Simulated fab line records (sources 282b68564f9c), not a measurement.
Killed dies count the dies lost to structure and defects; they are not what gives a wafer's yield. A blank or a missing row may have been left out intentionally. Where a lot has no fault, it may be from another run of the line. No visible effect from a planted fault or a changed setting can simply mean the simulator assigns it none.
fab line records ; flow rit-cmos
[record] lots = 5; wafers = 23
route steps=202 shown M1@197
start-h: the number of hours between the record's first day and the start of the first shown wafer of the lot ; wait-h: time in hours since the lot's previous step ; " as in the row above ; L1.1+2: one row covering several wafers at once ; - no value, or no start given ; * or withheld: withheld ; < > ~ a bound
route shown NAME@n: a module of which the file shows steps, and the number in the route of the first ; usual: average and standard deviation across the fault-free wafers ; same: alike in all rows ; chamber/n: place in a boat ; sites: the reading at each site ; _std_site: standard deviation of those values ; _edge_site: the outer-site mean with the inner-site mean subtracted ; radius-mm: for every site, how far away it sits from the centre of the wafer ; mask NAME#n: copy n ; behind: the most recent tool/chamber to have shaped the wafer ; hold: what put the lot on hold/how long, in hours/how the hold closed ; device: transistor that didn't switch, given as n, p or np ; end of line: the route-end tests of the same wafers ; for a step that has no rows: nothing shown but its recipe ; killed: at the first sort, the dies lost to defects and structure; wafer yield is something else ; map: a wafer's dies, marking killed ones x, the rest . and places with no die _
set.NAME: setting as actually run; set.NAME@STEP: the setting as run at that earlier step ; model.NAME: the simulator's own value behind a step, which no gauge read
lots whose settings were changed on purpose; a table a step, a row a wafer
[[steps]]
[step RIT_M1_STRIP_13]
[recipe] chemistry = nmp; resist = NOVOLAK; temp-c = 80; time-s = 600; dry = n2-spin
lot.wafer;tool;chamber;start-h;wait-h;set.time-s
L074.1+2+5;wet-bench-02;0;62.50;0.1;600
L075.1+2+4+5+6;-;-;-;0.1;523.5
L079.1+2+4+5+6;-;-;-;0.1;600
L080.1+2+4+5+6;-;-;-;0.1;549.5
L085.1+2+3+4+6;-;-;-;0.1;535.8
[step RIT_M1_STRIP_14]
[recipe] chemistry = O2; time-s = 180; platen-temp-c = withheld; power-w = 500; pressure-mtorr = 4000; o2-flow-sccm = 4000
[step RIT_M1_CD_MEAS_90]
[recipe] target-cd-nm = 2600
[usual] cd-nm = 2599.3/1.8
lot.wafer;tool;chamber;start-h;wait-h;set.dose-mj@M1_EXPOSE_06;cd-nm
L074.1;cd-sem-02;-;62.85;0.1;250;2596.6
L074.2;cd-sem-02;-;62.85;0.1;250;2599.6
L074.5;cd-sem-02;-;62.85;0.1;250;2596.8
L075.1;cd-sem-01;-;63.09;0.1;236.3;2610.0
L075.2;cd-sem-01;-;63.09;0.1;250;2599.3
L075.4;cd-sem-01;-;63.09;0.1;250;2595.4
L075.5;cd-sem-01;-;63.09;0.1;236.3;2616.6
L075.6;cd-sem-01;-;63.09;0.1;250;2594.2
L079.1;cd-sem-01;-;85.60;0.1;250;2601.9
L079.2;cd-sem-01;-;85.60;0.1;250;2598.6
L079.4;cd-sem-01;-;85.60;0.1;259.4;2589.1
L079.5;cd-sem-01;-;85.60;0.1;259.4;2589.3
L079.6;cd-sem-01;-;85.60;0.1;259.4;2588.7
L080.1;cd-sem-01;-;87.69;0.1;250;2602.2
L080.2;cd-sem-01;-;87.69;0.1;262;2585.6
L080.4;cd-sem-01;-;87.69;0.1;250;2599.8
L080.5;cd-sem-01;-;87.69;0.1;262;2587.1
L080.6;cd-sem-01;-;87.69;0.1;250;2599.1
L085.1;cd-sem-01;-;116.51;0.1;250;2598.0
L085.2;cd-sem-01;-;116.51;0.1;250;2594.8
L085.3;cd-sem-01;-;116.51;0.1;259.3;2586.4
L085.4;cd-sem-01;-;116.51;0.1;250;2595.8
L085.6;cd-sem-01;-;116.51;0.1;259.3;2588.7
[step RIT_M1_ANNEAL_15]
[recipe] temp-c = 450; time-s = 1800; ambient = forming_gas_H2N2
[step RIT_M1_PROBE_99]
[usual] killed-at-contacts = 0.0/0.2; killed-at-front-end = 7/3; killed-dies = 7/3; killed-open = 3.2/2; killed-short = 3.6/2
[same] gross-dies = 264; killed_at_M0_to_M3 = 0; killed_at_M4_up = 0; killed-at-back-side = 0; killed-at-other = 0
lot.wafer;tool;chamber;start-h;wait-h;set.develop-time-s@NWELL_DEVELOP_05;set.time-s@NLDD_SOFTBAKE_02;set.dose-cm2@PSD_IMPLANT_08;set.chamber-pressure-pa@SILICIDE_SPUTTER_01;killed-at-contacts;killed-at-front-end;killed-dies;killed-open;killed-short;model.etest.nmos_0p15.r-on-ohm-um;model.etest.nmos_0p3.r-on-ohm-um;model.etest.pmos-turned.r-on-ohm-um
L074.1;prober-01;-;64.59;0.1;68;60;5e+15;0.667;0;8;8;5;3;1112;2126;3346
L074.2;prober-01;-;64.64;0.1;68;60;5e+15;0.667;0;2;2;0;2;1108;2124;3332
L074.5;prober-01;-;64.79;0.2;68;60;5e+15;0.667;0;5;5;3;2;1081;2115;3317
L075.1;prober-02;-;66.09;0.1;68;66.56;4.67e+15;0.6107;0;11;11;0;6;-;-;-
L075.2;prober-02;-;66.14;0.1;59.99;60;4.67e+15;0.6107;0;7;7;3;4;1349;2345;4948
L075.4;prober-02;-;66.24;0.2;59.99;66.56;5e+15;0.6107;0;2;2;1;1;-;-;-
L075.5;prober-02;-;66.29;0.2;68;66.56;5e+15;0.6107;0;17;17;8;7;1266;2294;4965
L075.6;prober-02;-;66.34;0.2;68;60;5e+15;0.6107;0;10;10;7;3;1328;2285;4910
L079.1;prober-01;-;87.34;0.1;68;54.45;5.222e+15;0.6411;0;264;264;3;6;-;-;-
L079.2;prober-01;-;87.39;0.1;74.21;54.45;5e+15;0.6411;0;264;264;5;8;-;-;-
L079.4;prober-01;-;87.49;0.2;68;60;5e+15;0.6411;0;264;264;2;5;-;-;-
L079.5;prober-01;-;87.54;0.2;68;60;5.222e+15;0.6411;1;263;264;1;5;-;-;-
L079.6;prober-01;-;87.59;0.2;74.21;54.45;5e+15;0.6411;0;264;264;6;2;-;-;-
L080.1;prober-02;-;89.43;0.1;62.67;60;4.781e+15;0.7034;0;9;9;4;5;1062;2068;2947
L080.2;prober-02;-;89.48;0.1;68;67.82;5e+15;0.7034;0;6;6;3;3;987.9;1983;2870
L080.4;prober-02;-;89.58;0.2;68;60;4.781e+15;0.7034;0;9;9;6;3;1043;2032;3059
L080.5;prober-02;-;89.63;0.2;62.67;60;4.781e+15;0.7034;0;3;3;1;2;1030;2042;2856
L080.6;prober-02;-;89.68;0.2;68;67.82;5e+15;0.7034;0;10;10;2;5;943;1994;2803
L085.1;prober-01;-;118.25;0.1;75;60;5e+15;0.667;0;238;238;3;3;-;-;-
L085.2;prober-01;-;118.30;0.1;75;60;5e+15;0.667;0;263;263;3;3;-;-;-
L085.3;prober-01;-;118.35;0.2;68;60;4.82e+15;0.667;0;263;263;3;3;-;-;-
L085.4;prober-01;-;118.40;0.2;68;60;4.82e+15;0.667;0;226;226;0;6;3263;4391;-
L085.6;prober-01;-;118.50;0.2;75;60;5e+15;0.667;1;263;264;4;2;-;-;-
// killed by level:class
L074.1 GATE:geometric-particle:open=2 REOX:geometric-particle:open=2 SILICIDE:geometric-particle:short=2 GATE:geometric-particle:short=1 SILICIDE:geometric-particle:open=1
L074.2 FOX1:geometric-particle:short=1 GATE:geometric-particle:short=1
L074.5 GATE:geometric-particle:short=2 REOX:geometric-particle:open=2 GATE:geometric-particle:open=1
L075.1 GATE:area-expose=5 REOX:geometric-particle:short=2 FOX1:geometric-particle:short=1 GATE:geometric-particle:short=1 SPACER:geometric-particle:short=1 SILICIDE:geometric-particle:short=1
L075.2 GATE:geometric-particle:short=3 SILICIDE:geometric-particle:open=2 REOX:geometric-particle:open=1 SILICIDE:geometric-particle:short=1
L075.4 FOX2:geometric-particle:short=1 SILICIDE:geometric-particle:open=1
L075.5 REOX:geometric-particle:short=4 GATE:geometric-particle:open=3 REOX:geometric-particle:open=3 GATE:geometric-particle:short=2 GATE:area-expose=2 FOX1:geometric-particle:open=1 FOX2:geometric-particle:open=1 SPACER:geometric-particle:short=1
L075.6 FOX2:geometric-particle:open=2 FOX2:geometric-particle:short=2 GATE:geometric-particle:open=2 REOX:geometric-particle:open=2 GATE:geometric-particle:short=1 SPACER:geometric-particle:open=1
L079.1 GATE:area-expose=233 GATE:area-etch=22 FOX1:geometric-particle:short=2 GATE:geometric-particle:short=2 GATE:geometric-particle:open=2 SPACER:geometric-particle:short=1 SILICIDE:geometric-particle:short=1 SILICIDE:geometric-particle:open=1
L079.2 GATE:area-etch=251 GATE:geometric-particle:short=5 GATE:geometric-particle:open=3 FOX1:geometric-particle:short=2 FOX1:geometric-particle:open=1 REOX:geometric-particle:short=1 SPACER:geometric-particle:open=1
L079.4 GATE:area-expose=216 GATE:area-etch=41 SILICIDE:geometric-particle:short=3 GATE:geometric-particle:short=2 REOX:geometric-particle:open=1 SILICIDE:geometric-particle:open=1
L079.5 GATE:area-etch=258 GATE:geometric-particle:short=2 FOX1:geometric-particle:short=1 REOX:geometric-particle:short=1 SILICIDE:geometric-particle:open=1 CONTACT:geometric-particle:short=1
L079.6 GATE:area-etch=256 REOX:geometric-particle:open=3 FOX1:geometric-particle:open=2 REOX:geometric-particle:short=1 SPACER:geometric-particle:open=1 SILICIDE:geometric-particle:short=1
L080.1 GATE:geometric-particle:short=3 GATE:geometric-particle:open=2 FOX1:geometric-particle:open=1 REOX:geometric-particle:open=1 REOX:geometric-particle:short=1 SPACER:geometric-particle:short=1
L080.2 REOX:geometric-particle:open=2 REOX:geometric-particle:short=2 GATE:geometric-particle:short=1 SPACER:geometric-particle:open=1
L080.4 GATE:geometric-particle:open=3 SILICIDE:geometric-particle:open=3 GATE:geometric-particle:short=1 REOX:geometric-particle:short=1 SILICIDE:geometric-particle:short=1
L080.5 GATE:geometric-particle:short=2 SPACER:geometric-particle:open=1
L080.6 SPACER:area-etchback=3 REOX:geometric-particle:short=2 SILICIDE:geometric-particle:short=2 FOX2:geometric-particle:short=1 GATE:geometric-particle:open=1 REOX:geometric-particle:open=1
L085.1 GATE:area-etch=232 FOX2:geometric-particle:short=2 GATE:geometric-particle:open=2 FOX1:geometric-particle:short=1 SILICIDE:geometric-particle:open=1
L085.2 GATE:area-etch=257 SPACER:geometric-particle:short=2 SILICIDE:geometric-particle:open=2 SPACER:geometric-particle:open=1 SILICIDE:geometric-particle:short=1
L085.3 GATE:area-etch=257 FOX2:geometric-particle:open=1 GATE:geometric-particle:short=1 GATE:geometric-particle:open=1 SPACER:geometric-particle:short=1 SILICIDE:geometric-particle:open=1 SILICIDE:geometric-particle:short=1
L085.4 GATE:area-etch=218 SILICIDE:geometric-particle:short=4 GATE:area-expose=2 FOX1:geometric-particle:short=1 GATE:geometric-particle:short=1
L085.6 GATE:area-etch=257 GATE:geometric-particle:short=2 GATE:geometric-particle:open=2 FOX1:geometric-particle:open=1 CONTACT:geometric-particle:open=1 GATE:area-expose=1
[[key]]
[split] step = RIT_M1_STRIP_13; setting = time-s; stated = 600; by = lot
response none clear
split outside-this-file step=RIT_NWELL_DEVELOP_05 setting=develop-time-s
split outside-this-file step=RIT_NLDD_SOFTBAKE_02 setting=time-s
split outside-this-file step=RIT_PSD_IMPLANT_08 setting=dose-cm2
split outside-this-file step=RIT_SILICIDE_SPUTTER_01 setting=chamber-pressure-pa
split outside-this-file step=RIT_M1_EXPOSE_06 setting=dose-mj
// split outside-this-file: this setting was split too, and the file shows its column; the key of that split is in another file
